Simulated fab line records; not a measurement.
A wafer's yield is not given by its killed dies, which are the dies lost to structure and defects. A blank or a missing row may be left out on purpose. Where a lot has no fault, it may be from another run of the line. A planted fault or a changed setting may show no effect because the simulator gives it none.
Which tool was responsible? + flow rit cmos + at 1 step of a route of 202, 14 lots with 42 wafers sampled

WHAT THE GAUGES SHOWED, per wafer
The record lacks any reading of a measuring or inspecting step that a usual standard deviation could be used to judge.

EACH LOT AND THE TOOL THAT RAN IT (in order: tool; ch and the chambers of the sampled wafers; start)
| lot  | RIT_NLDD_IMPLANT_08            |
|------|--------------------------------|
| L282 | implanter-02 ch 0, day 3 06:14 |
| L283 | implanter-01 ch 0, day 3 10:14 |
| L284 | implanter-04 ch 0, day 3 17:45 |
| L285 | implanter-02 ch 0, day 3 20:20 |
| L286 | implanter-01 ch 0, day 3 20:32 |
| L287 | implanter-01 ch 0, day 4 05:19 |
| L288 | implanter-02 ch 0, day 4 08:16 |
| L289 | implanter-02 ch 0, day 4 14:11 |
| L290 | implanter-02 ch 0, day 4 20:46 |
| L292 | implanter-02 ch 0, day 5 03:32 |
| L293 | implanter-01 ch 0, day 5 09:58 |
| L303 | implanter-04 ch 0, day 7 10:21 |
| L304 | implanter-01 ch 0, day 7 15:16 |
| L305 | implanter-02 ch 0, day 7 22:22 |
- RIT_NLDD_IMPLANT_08

WHAT THE TOOLS THEMSELVES READ (means of the sampled wafers that have a number; where no wafer has one, the mark that the record gives instead)
RIT_NLDD_IMPLANT_08. Usual: beam energy keV 20.001, standard deviation 0.007.
| lot  | tool         | beam energy keV | flag |
|------|--------------|-----------------|------|
| L282 | implanter-02 | 19.998          |      |
| L283 | implanter-01 | 20.003          |      |
| L284 | implanter-04 | 19.997          |      |
| L285 | implanter-02 | 20.001          |      |
| L286 | implanter-01 | 19.998          |      |
| L287 | implanter-01 | 19.997          |      |
| L288 | implanter-02 | 19.996          |      |
| L289 | implanter-02 | 20.003          |      |
| L290 | implanter-02 | 20.781          | OFF  |
| L292 | implanter-02 | 20.782          | OFF  |
| L293 | implanter-01 | 19.999          |      |
| L303 | implanter-04 | 20.005          |      |
| L304 | implanter-01 | 20.008          |      |
| L305 | implanter-02 | 19.998          |      |

THE ANSWER, worked out from the rows above alone
Rule: a lot is off if the mean of its wafers that have a number lies more than 3 standard deviations from the usual mean. A lot without any number at a reading at which 4 lots or more have one is off too. The other lots that the step has rows for count as sound. Order of review: gauges by route order, followed by the tools' own readings, for which a lot's mean as printed above is used. At the first step where some lot is off, the reading lying furthest off is the one used; lots without a number count as furthest.
Off: L290, L292, at RIT_NLDD_IMPLANT_08 (beam energy keV).
If a tool, at that step or one of the process steps before it, ran each lot that is off and ran no sound lot following the first of them, it fits. Not one of the candidates tried fits.

WHAT THE SIMULATOR PUT IN
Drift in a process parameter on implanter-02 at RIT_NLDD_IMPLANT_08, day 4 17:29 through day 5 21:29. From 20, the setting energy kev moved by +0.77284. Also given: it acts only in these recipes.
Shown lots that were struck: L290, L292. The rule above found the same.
